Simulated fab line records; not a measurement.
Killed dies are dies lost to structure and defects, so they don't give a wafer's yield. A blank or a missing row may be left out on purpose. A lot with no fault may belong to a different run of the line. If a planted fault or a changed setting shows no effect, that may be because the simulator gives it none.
A struck lot beside a sound one -- flow berkeleyCmos170 -- 23 steps out of a route of 331
Sound: these wafers, L225.1, L225.4, L225.6. Wafers struck: L229.3, L229.4, L229.6. The cause comes at the end.
Each step with rows lists, per side, the tool, then ch with its chambers, then its first start. Under that, the readings that differ: sound wafers -- struck wafers -- difference of the means -- sigmas: that difference in standard deviations of wafers without a fault.
alike: words and numbers the same on both sides, and readings whose means are apart by under 2 such deviations; not compared: readings that were withheld, readings missing a value for some wafer, numbers with overlapping values and no deviation given by the record, and bounds like >300 which may hide the same value.
Wherever a step has rows on one side only, a row that says differs or no value, or a row with sigmas, the two part there. When numbers do not overlap yet have no deviation, they are printed without sigmas and do not part them. Lack of a reading on every wafer of one side parts them only where that side has two or more wafers.

UCB170_NLDD_CD_MEAS_06: the cd target is 1200 nm.
  sound on cdSem-02 at day 9 10:38; struck on cdSem-01 at day 9 13:38
  alike: cdNm
UCB170_NLDD_OVL_MEAS_07:
  sound on overlay-02 at day 9 10:46; struck on overlay-02 at day 9 13:43
reading,sound,struck,difference,sigmas
NLDD_OVL (nm),-3 -4 -2,10 13 11,+14,+3
then, 2 steps without rows for these wafers: UCB170_NLDD_IMPLANT_08; UCB170_NLDD_IMPLANT_09.
UCB170_NLDD_STRIP_10: strips in O2.
  sound on plasmaAsher-04 ch 1, day 9 11:05; struck on plasmaAsher-04 ch 0,1, day 9 14:05
  alike: drypumpMotorCurrentA, oesProductAu, stripTimeToEndpointS
  not compared: rfHoursCounterH
UCB170_NLDD_TW_MEAS_11:
  sound on filmMetro-01 at day 9 11:11; struck on filmMetro-01 at day 9 14:10
  alike: NLDD_TW
then, 1 step without rows for these wafers: UCB170_NLDD_CLEAN_12 (cleans in SPM, time 600 s).
UCB170_SPACER_CVD_00: deposits SiO2 from TEOS/O2, target thk 376 nm, time 47 s.
  sound on pecvd-02 ch 0,1,2, day 9 11:26; struck on pecvd-04 ch 0,2, day 9 14:26
  alike: heaterPowerW, pressureMtorr, susceptorTempC
UCB170_SPACER_THK_MEAS_01:
  sound on filmMetro-03 at day 9 11:28; struck on filmMetro-03 at day 9 14:30
  alike: SPACER_TEOS_THK
then, 1 step without rows for these wafers: UCB170_SPACER_ANNEAL_02 (time 1800 s).
UCB170_SPACER_ETCHBACK_03: etches SiO2 in CHF3/CF4/Ar, stops on Si, target depth 376 nm, time 100 s.
  sound on rieDiel-02 ch 2,3, day 9 19:52; struck on rieDiel-03 ch 0,1,3, day 9 19:56
  alike: CHF3_flow_sccm, drypumpMotorCurrentA, oesProductAu, throttleValvePct
  not compared: rfHoursCounterH
then, 1 step without rows for these wafers: UCB170_PSD_HMDS_00 (prime time 60 s).
UCB170_PSD_COAT_01: resist thk 900 nm.
  sound on lithoTrack-04 ch 0, day 9 20:05; struck on lithoTrack-04 ch 0, day 9 20:35
reading,sound,struck,difference,sigmas
spinSpeedRpm (rpm),1499.7 1499.8 1500.5,1472.9 1471.8 1471.6,-27.9,-34
model.KrF_of_PSD_COAT_01.thkNm (nm),897.2 896.6 898.5,909.8 908.5 909,+11.7,
  alike: exhaustPa
then, 3 steps without rows for these wafers: UCB170_PSD_SOFTBAKE_02 (time 60 s); UCB170_PSD_EXPOSE_03 (exposes mask PSELECT MOD, target cd 1200 nm); UCB170_PSD_PEB_04.
UCB170_PSD_DEVELOP_05: develop time 45 s.
  sound on lithoTrack-04 ch 0; struck on lithoTrack-04 ch 0
reading,sound,struck,difference,sigmas
model.KrF_of_PSD_COAT_01.thkNm (nm),883 882.4 884.3,895.6 894.3 894.8,+11.7,
  alike: exhaustPa
UCB170_PSD_CD_MEAS_06: the cd target is 1200 nm.
  sound on cdSem-02 at day 9 21:07; struck on cdSem-01 at day 9 21:26
  alike: cdNm
UCB170_PSD_OVL_MEAS_07:
  sound on overlay-02 at day 9 21:14; struck on overlay-02 at day 9 21:31
  alike: PSD_OVL
following that, these wafers have no rows for 1 step: UCB170_PSD_IMPLANT_08.
UCB170_PSD_STRIP_09: strips in O2.
  sound on plasmaAsher-04 ch 0,1, day 9 21:25; struck on plasmaAsher-04 ch 0,1, day 9 21:44
reading,sound,struck,difference,sigmas
stripTimeToEndpointS (s),29.33 29.29 29.36,29.58 29.60 29.59,+0.26,+4
  alike: drypumpMotorCurrentA, oesProductAu
  not compared: rfHoursCounterH
UCB170_PSD_TW_MEAS_10:
  sound on filmMetro-04 at day 9 21:31; struck on filmMetro-04 at day 9 21:49
  alike: PSD_TW
UCB170_M3_PROBE_99:
  the record holds rows for the sound wafers here (prober-02, day 11 05:49) but none for the struck ones

WHERE THEY PART
Earliest at UCB170_NLDD_OVL_MEAS_07; latest, in this record, at UCB170_M3_PROBE_99.

WHY: the cause the simulator had injected
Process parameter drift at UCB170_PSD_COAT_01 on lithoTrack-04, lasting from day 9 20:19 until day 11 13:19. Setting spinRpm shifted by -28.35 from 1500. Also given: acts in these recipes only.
